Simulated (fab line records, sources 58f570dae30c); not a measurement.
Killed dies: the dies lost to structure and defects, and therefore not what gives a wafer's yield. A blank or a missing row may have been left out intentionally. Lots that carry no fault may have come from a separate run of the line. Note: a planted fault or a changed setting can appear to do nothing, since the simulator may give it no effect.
Which of the tools did it? :: flow berkeley_cmos170 :: Sampling: 13 lots, 39 wafers, 5 of 331 route steps

== WHAT THE GAUGES SHOWED, per wafer ==
UCB170_SILICIDE_THK_MEAS_03: measures by xrf.
lot: L405
measured: day 7 12:01
on: film_metro-02
SILICIDE_TI_THK (nm): 29.6 29.2 29.8

lot: L406
measured: day 8 01:44
on: film_metro-03
SILICIDE_TI_THK (nm): 30.0 30.4 30.3

lot: L409
measured: day 9 00:31
on: film_metro-03
SILICIDE_TI_THK (nm): 30.5 30.5 30.5

lot: L408
measured: day 9 01:04
on: film_metro-03
SILICIDE_TI_THK (nm): 30.4 30.3 30.1

lot: L407
measured: day 9 01:14
on: film_metro-01
SILICIDE_TI_THK (nm): 30.9 30.7 30.8

lot: L415
measured: day 10 12:53
on: film_metro-03
SILICIDE_TI_THK (nm): 30.2 30.3 30.3

lot: L417
measured: day 10 13:22
on: film_metro-01
SILICIDE_TI_THK (nm): 29.9 30.0 29.7

lot: L421
measured: day 11 13:55
on: film_metro-03
SILICIDE_TI_THK (nm): 29.3 29.7 29.5

lot: L420
measured: day 11 14:07
on: film_metro-02
SILICIDE_TI_THK (nm): 30.6 31.1 30.8

lot: L423
measured: day 11 20:04
on: film_metro-03
SILICIDE_TI_THK (nm): 30.2 30.5 30.3

lot: L425
measured: day 12 05:47
on: film_metro-03
SILICIDE_TI_THK (nm): 30.4 30.4 30.8

lot: L424
measured: day 12 06:14
on: film_metro-02
SILICIDE_TI_THK (nm): 30.0 30.1 30.1

lot: L428
measured: day 13 19:17
on: film_metro-02
SILICIDE_TI_THK (nm): 30.4 30.2 30.1

UCB170_M3_CD_MEAS_15: the cd target is 700 nm.
lot: L405
measured: day 8 07:43
on: cd_sem-01
cd_nm (nm): 700.2 700.7 699.9

lot: L406
measured: day 8 19:26
on: cd_sem-01
cd_nm (nm): 697.9 697.2 698.5

lot: L409
measured: day 10 00:04
on: cd_sem-01
cd_nm (nm): 701.2 701.4 701.2

lot: L408
measured: day 10 02:52
on: cd_sem-01
cd_nm (nm): 701.8 701.4 701.2

lot: L407
measured: day 10 00:04
on: cd_sem-02
cd_nm (nm): 699.4 698.2 700.4

lot: L415
measured: day 11 07:02
on: cd_sem-01
cd_nm (nm): 705.2 704.0 705.7 705.6 703.7 705.7

lot: L417
measured: day 11 10:22
on: cd_sem-01
cd_nm (nm): 699.0 698.6 698.4

lot: L421
measured: day 12 09:58
on: cd_sem-02
cd_nm (nm): 696.1 697.2 696.2

lot: L420
measured: day 12 11:10
on: cd_sem-02
cd_nm (nm): 699.9 701.5 700.3

lot: L423
measured: day 12 17:30
on: cd_sem-01
cd_nm (nm): 699.0 701.2 700.5

lot: L425
measured: day 13 05:50
on: cd_sem-01
cd_nm (nm): 700.1 701.6 702.2

lot: L424
measured: day 13 06:34
on: cd_sem-01
cd_nm (nm): 700.4 701.6 701.7

lot: L428
measured: day 14 19:19
on: cd_sem-02
cd_nm (nm): 700.0 700.9 700.5

== TOOL THAT RAN EACH LOT (tool first, then ch and the chambers of the sampled wafers, then the start) ==
lot: L405
UCB170_V1_ETCH_14: rie_diel-02 ch 0,1,2, day 8 00:10
UCB170_M2_STRIP_07: plasma_asher-03 ch 0,1, day 8 01:21
UCB170_M3_COAT_10: litho_track-01 ch 0, day 8 06:00

lot: L406
UCB170_V1_ETCH_14: rie_diel-01 ch 2,3, day 8 11:41
UCB170_M2_STRIP_07: plasma_asher-03 ch 0,1, day 8 13:20
UCB170_M3_COAT_10: litho_track-04 ch 0, day 8 18:00

lot: L409
UCB170_V1_ETCH_14: rie_diel-02 ch 0,2,3, day 9 14:44
UCB170_M2_STRIP_07: plasma_asher-04 ch 0, day 9 15:55
UCB170_M3_COAT_10: litho_track-04 ch 0, day 9 23:00

lot: L408
UCB170_V1_ETCH_14: rie_diel-02 ch 0,1,2, day 9 16:48
UCB170_M2_STRIP_07: plasma_asher-03 ch 0,1, day 9 17:59
UCB170_M3_COAT_10: litho_track-01 ch 0, day 10 01:00

lot: L407
UCB170_V1_ETCH_14: rie_diel-01 ch 1,2, day 9 14:59
UCB170_M2_STRIP_07: plasma_asher-01 ch 0,1, day 9 16:22
UCB170_M3_COAT_10: litho_track-02 ch 0, day 9 22:00

lot: L415
UCB170_V1_ETCH_14: rie_diel-04 ch 0,2,3, day 10 23:06
UCB170_M2_STRIP_07: plasma_asher-03 ch 0,1, day 11 00:17
UCB170_M3_COAT_10: litho_track-01 ch 0, day 11 06:00

lot: L417
UCB170_V1_ETCH_14: rie_diel-04 ch 0,2,3, day 11 00:59
UCB170_M2_STRIP_07: plasma_asher-03 ch 0,1, day 11 02:10
UCB170_M3_COAT_10: litho_track-04 ch 0, day 11 09:00

lot: L421
UCB170_V1_ETCH_14: rie_diel-02 ch 1,2, day 12 01:17
UCB170_M2_STRIP_07: plasma_asher-04 ch 0,1, day 12 03:08
UCB170_M3_COAT_10: litho_track-02 ch 0, day 12 09:00

lot: L420
UCB170_V1_ETCH_14: rie_diel-02 ch 1,3, day 12 03:23
UCB170_M2_STRIP_07: plasma_asher-01 ch 0,1, day 12 04:43
UCB170_M3_COAT_10: litho_track-04 ch 0, day 12 10:00

lot: L423
UCB170_V1_ETCH_14: rie_diel-04 ch 0,2,3, day 12 08:06
UCB170_M2_STRIP_07: plasma_asher-04 ch 0,1, day 12 09:31
UCB170_M3_COAT_10: litho_track-04 ch 0, day 12 16:00

lot: L425
UCB170_V1_ETCH_14: rie_diel-01 ch 1,2,3, day 12 19:38
UCB170_M2_STRIP_07: plasma_asher-04 ch 0,1, day 12 20:49
UCB170_M3_COAT_10: litho_track-04 ch 0, day 13 04:00

lot: L424
UCB170_V1_ETCH_14: rie_diel-02 ch 2,3, day 12 20:52
UCB170_M2_STRIP_07: plasma_asher-04 ch 0,1, day 12 22:05
UCB170_M3_COAT_10: litho_track-04 ch 0, day 13 05:00

lot: L428
UCB170_V1_ETCH_14: rie_diel-04 ch 0,3, day 14 08:13
UCB170_M2_STRIP_07: plasma_asher-04 ch 0,1, day 14 09:32
UCB170_M3_COAT_10: litho_track-01 ch 0, day 14 18:00
- UCB170_V1_ETCH_14: etches SiO2 in CHF3/CF4/Ar, stops on Al, target depth 1250 nm, time 291 s.
- UCB170_M2_STRIP_07: strips in O2.
- UCB170_M3_COAT_10: resist thk 900 nm.

== WHAT THE TOOLS THEMSELVES READ (means of the sampled wafers that have a number; where no wafer has one, the mark that the record gives instead) ==
UCB170_V1_ETCH_14.
lot: L405
tool: rie_diel-02
drypump_motor_current_A (A): 5.8
mfc_ar_sccm (sccm): 149.8
oes_product_au (a.u.): 0.882
throttle_valve_pct (%): 6.95

lot: L406
tool: rie_diel-01
drypump_motor_current_A (A): 6.0
mfc_ar_sccm (sccm): 149.8
oes_product_au (a.u.): 0.869
throttle_valve_pct (%): 6.85

lot: L409
tool: rie_diel-02
drypump_motor_current_A (A): 6.0
mfc_ar_sccm (sccm): 149.9
oes_product_au (a.u.): 0.887
throttle_valve_pct (%): 6.92

lot: L408
tool: rie_diel-02
drypump_motor_current_A (A): 5.8
mfc_ar_sccm (sccm): 149.8
oes_product_au (a.u.): 0.875
throttle_valve_pct (%): 6.94

lot: L407
tool: rie_diel-01
drypump_motor_current_A (A): 5.8
mfc_ar_sccm (sccm): 150.0
oes_product_au (a.u.): 0.873
throttle_valve_pct (%): 7.04

lot: L415
tool: rie_diel-04
drypump_motor_current_A (A): 6.1
mfc_ar_sccm (sccm): 150.0
oes_product_au (a.u.): 0.870
throttle_valve_pct (%): 6.89

lot: L417
tool: rie_diel-04
drypump_motor_current_A (A): 6.1
mfc_ar_sccm (sccm): 149.9
oes_product_au (a.u.): 0.871
throttle_valve_pct (%): 6.91

lot: L421
tool: rie_diel-02
drypump_motor_current_A (A): 6.0
mfc_ar_sccm (sccm): 150.0
oes_product_au (a.u.): 0.878
throttle_valve_pct (%): 6.98

lot: L420
tool: rie_diel-02
drypump_motor_current_A (A): 6.0
mfc_ar_sccm (sccm): 149.9
oes_product_au (a.u.): 0.879
throttle_valve_pct (%): 6.89

lot: L423
tool: rie_diel-04
drypump_motor_current_A (A): 6.1
mfc_ar_sccm (sccm): 149.7
oes_product_au (a.u.): 0.871
throttle_valve_pct (%): 6.90

lot: L425
tool: rie_diel-01
drypump_motor_current_A (A): 5.9
mfc_ar_sccm (sccm): 150.4
oes_product_au (a.u.): 0.872
throttle_valve_pct (%): 6.93

lot: L424
tool: rie_diel-02
drypump_motor_current_A (A): 6.2
mfc_ar_sccm (sccm): 149.7
oes_product_au (a.u.): 0.891
throttle_valve_pct (%): 7.04

lot: L428
tool: rie_diel-04
drypump_motor_current_A (A): 6.2
mfc_ar_sccm (sccm): 150.1
oes_product_au (a.u.): 0.866
throttle_valve_pct (%): 6.85

UCB170_M2_STRIP_07.
lot: L405
tool: plasma_asher-03
drypump_motor_current_A (A): 6.32
oes_product_au (a.u.): 0.735
strip_time_to_endpoint_s (s): 21.82

lot: L406
tool: plasma_asher-03
drypump_motor_current_A (A): 6.32
oes_product_au (a.u.): 0.733
strip_time_to_endpoint_s (s): 21.90

lot: L409
tool: plasma_asher-04
drypump_motor_current_A (A): 6.38
oes_product_au (a.u.): 0.734
strip_time_to_endpoint_s (s): 21.87

lot: L408
tool: plasma_asher-03
drypump_motor_current_A (A): 6.09
oes_product_au (a.u.): 0.733
strip_time_to_endpoint_s (s): 21.83

lot: L407
tool: plasma_asher-01
drypump_motor_current_A (A): 6.25
oes_product_au (a.u.): 0.733
strip_time_to_endpoint_s (s): 22.01

lot: L415
tool: plasma_asher-03
drypump_motor_current_A (A): 6.34
oes_product_au (a.u.): 0.729
strip_time_to_endpoint_s (s): 21.98

lot: L417
tool: plasma_asher-03
drypump_motor_current_A (A): 6.32
oes_product_au (a.u.): 0.731
strip_time_to_endpoint_s (s): 21.85

lot: L421
tool: plasma_asher-04
drypump_motor_current_A (A): 6.14
oes_product_au (a.u.): 0.736
strip_time_to_endpoint_s (s): 21.91

lot: L420
tool: plasma_asher-01
drypump_motor_current_A (A): 6.26
oes_product_au (a.u.): 0.734
strip_time_to_endpoint_s (s): 22.06

lot: L423
tool: plasma_asher-04
drypump_motor_current_A (A): 6.16
oes_product_au (a.u.): 0.737
strip_time_to_endpoint_s (s): 21.94

lot: L425
tool: plasma_asher-04
drypump_motor_current_A (A): 6.25
oes_product_au (a.u.): 0.736
strip_time_to_endpoint_s (s): 21.91

lot: L424
tool: plasma_asher-04
drypump_motor_current_A (A): 6.26
oes_product_au (a.u.): 0.738
strip_time_to_endpoint_s (s): 22.00

lot: L428
tool: plasma_asher-04
drypump_motor_current_A (A): 6.26
oes_product_au (a.u.): 0.733
strip_time_to_endpoint_s (s): 21.86

UCB170_M3_COAT_10.
lot: L405
tool: litho_track-01
resist_line_temp_C (C): 23.11

lot: L406
tool: litho_track-04
resist_line_temp_C (C): 23.04

lot: L409
tool: litho_track-04
resist_line_temp_C (C): 23.11

lot: L408
tool: litho_track-01
resist_line_temp_C (C): 23.05

lot: L407
tool: litho_track-02
resist_line_temp_C (C): 22.85

lot: L415
tool: litho_track-01
resist_line_temp_C (C): 23.02

lot: L417
tool: litho_track-04
resist_line_temp_C (C): 23.08

lot: L421
tool: litho_track-02
resist_line_temp_C (C): 23.04

lot: L420
tool: litho_track-04
resist_line_temp_C (C): 23.16

lot: L423
tool: litho_track-04
resist_line_temp_C (C): 22.94

lot: L425
tool: litho_track-04
resist_line_temp_C (C): 22.93

lot: L424
tool: litho_track-04
resist_line_temp_C (C): 23.07

lot: L428
tool: litho_track-01
resist_line_temp_C (C): 23.04

== THE ANSWER, worked out from the rows above alone ==
Rule: usual is defined by the lots themselves. Put in order of their means at a reading, lots are off if they are a third of the lots or fewer, leave a main group of 4 or more, and stand apart from it by a gap of 3 or more times the standard deviation of the main group's means; of several such gaps the widest counts. A main group whose means are all the same, to the digits that the tables above print for the reading, isn't used. Also off: a lot with no number at a reading for which 4 or more lots have one. Any other lot the step has rows for is counted as sound. Order of review: gauges by route order, followed by the tools' own readings, for which a lot's mean as printed above is used. At the first step where some lot is off, the reading lying furthest off is the one used; lots without a number count as furthest.
None of the lots is off at any reading shown; this tells nothing.

== WHAT THE SIMULATOR PUT IN ==
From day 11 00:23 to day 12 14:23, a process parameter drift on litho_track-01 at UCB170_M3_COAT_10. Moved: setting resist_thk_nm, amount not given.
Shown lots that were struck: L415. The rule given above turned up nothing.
